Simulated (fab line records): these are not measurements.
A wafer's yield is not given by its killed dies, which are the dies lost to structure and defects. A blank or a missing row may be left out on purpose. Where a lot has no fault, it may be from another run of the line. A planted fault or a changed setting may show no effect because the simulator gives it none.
Split-lot experiment	flow ritCmos	23 wafers read across 5 lots, on a route 202 steps long

== ON THE SPLIT ==
At RIT_PRETRO_SOFTBAKE_02 (time 60 s), the setting tempC was moved away from the recipe's 90 C on 6 of the 23 wafers read, by -1.6% to +3.9%. The other wafers ran this setting at the recipe's value.

== FROM THE SPLIT TO THE READING: what the file shows between them, 2 steps ==
- RIT_PRETRO_EXPOSE_03: exposes mask M5, target cd 43700 nm
- RIT_PRETRO_PEB_04

== THE READING ==
NOVOLAK_of_PRETRO_COAT_01.thkNm (the simulator's own value, which no gauge read), in nm, at RIT_PRETRO_DEVELOP_05 (develop time 68 s). There is no usual value for it anywhere in the file. The 17 wafers here that ran the recipe average 1302 nm, standard deviation 2.9 nm.

wafer	tool, chamber at the split	tempC as run, C	against the recipe	NOVOLAK_of_PRETRO_COAT_01.thkNm, nm	against lot-mates on the recipe
L077.1	lithoTrack-04, 0	90	recipe	1297	-
L077.2	lithoTrack-04, 0	90	recipe	1299	-
L077.4	lithoTrack-04, 0	90	recipe	1300	-
L077.5	lithoTrack-04, 0	88.56	-1.6%	1302	+3
L077.6	lithoTrack-04, 0	88.56	-1.6%	1301	+2
L078.1	lithoTrack-03, 0	90	recipe	1299	-
L078.6	lithoTrack-03, 0	90	recipe	1299	-
L078.2	lithoTrack-03, 0	90	recipe	1301	-
L078.4	lithoTrack-03, 0	90	recipe	1300	-
L078.5	lithoTrack-03, 0	90	recipe	1303	-
L079.1	lithoTrack-03, 0	93.47	+3.9%	1288	-13
L079.2	lithoTrack-03, 0	90	recipe	1303	-
L079.3	lithoTrack-03, 0	90	recipe	1300	-
L079.6	lithoTrack-03, 0	90	recipe	1300	-
L079.5	lithoTrack-03, 0	93.47	+3.9%	1290	-11
L084.1	lithoTrack-02, 0	88.77	-1.4%	1309	+3
L084.2	lithoTrack-02, 0	90	recipe	1305	-
L084.3	lithoTrack-02, 0	90	recipe	1308	-
L084.4	lithoTrack-02, 0	90	recipe	1306	-
L084.6	lithoTrack-02, 0	88.77	-1.4%	1314	+8
L085.3	lithoTrack-03, 0	90	recipe	1302	-
L085.4	lithoTrack-03, 0	90	recipe	1303	-
L085.5	lithoTrack-03, 0	90	recipe	1305	-

THE FIT
A straight line over all 23 wafers: NOVOLAK_of_PRETRO_COAT_01.thkNm changes by -3.22 nm for each +1% of tempC; r = -0.77; the points scatter about the line by 3.6 nm.
The same after taking each lot's own level away (the mean of its wafers on the recipe; 23 wafers): -2.99 nm for each +1%; r = -0.93; scatter 1.6 nm.
According to that fit, moving tempC by its largest amount changes the reading by 12 nm.
Across the lots, their own levels run from 1298.7 to 1306.3 nm, a range of 2.7 times the standard deviation given above.
So the lot-to-lot level blurs the effect unless lot-mates are compared.
Check: with one of the wafers moved furthest among these (+3.9%) left out of the fit, the line predicts -10.7 nm for it against its lot-mates. Against them it came out at -13 nm.

== THE OTHER SPLITS THESE WAFERS WENT THROUGH ==
These wafers also went through other splits before the reading. Each is held against what the fit with the lots' levels taken away leaves over:
other split on the same wafers	wafers away from the commonest value	r with NOVOLAK_of_PRETRO_COAT_01.thkNm (lot level and that fit taken away)
RIT_ACTIVE_EXPOSE_08 doseMj	8	-0.15
RIT_ACTIVE_ETCH_13 overEtchFrac	8	-0.05
RIT_NWELL_IMPLANT_08 doseCm2	7	+0.36
RIT_PWELL_HARDBAKE_07 tempC	9	+0.03
RIT_NRETRO_SOFTBAKE_02 tempC	11	+0.18
RIT_NRETRO_IMPLANT_08 energyKev	8	-0.02

== FILE'S OWN FIT ==
NOVOLAK_of_PRETRO_COAT_01.thkNm changes by -3.02 nm for each +1% of tempC, r = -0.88.
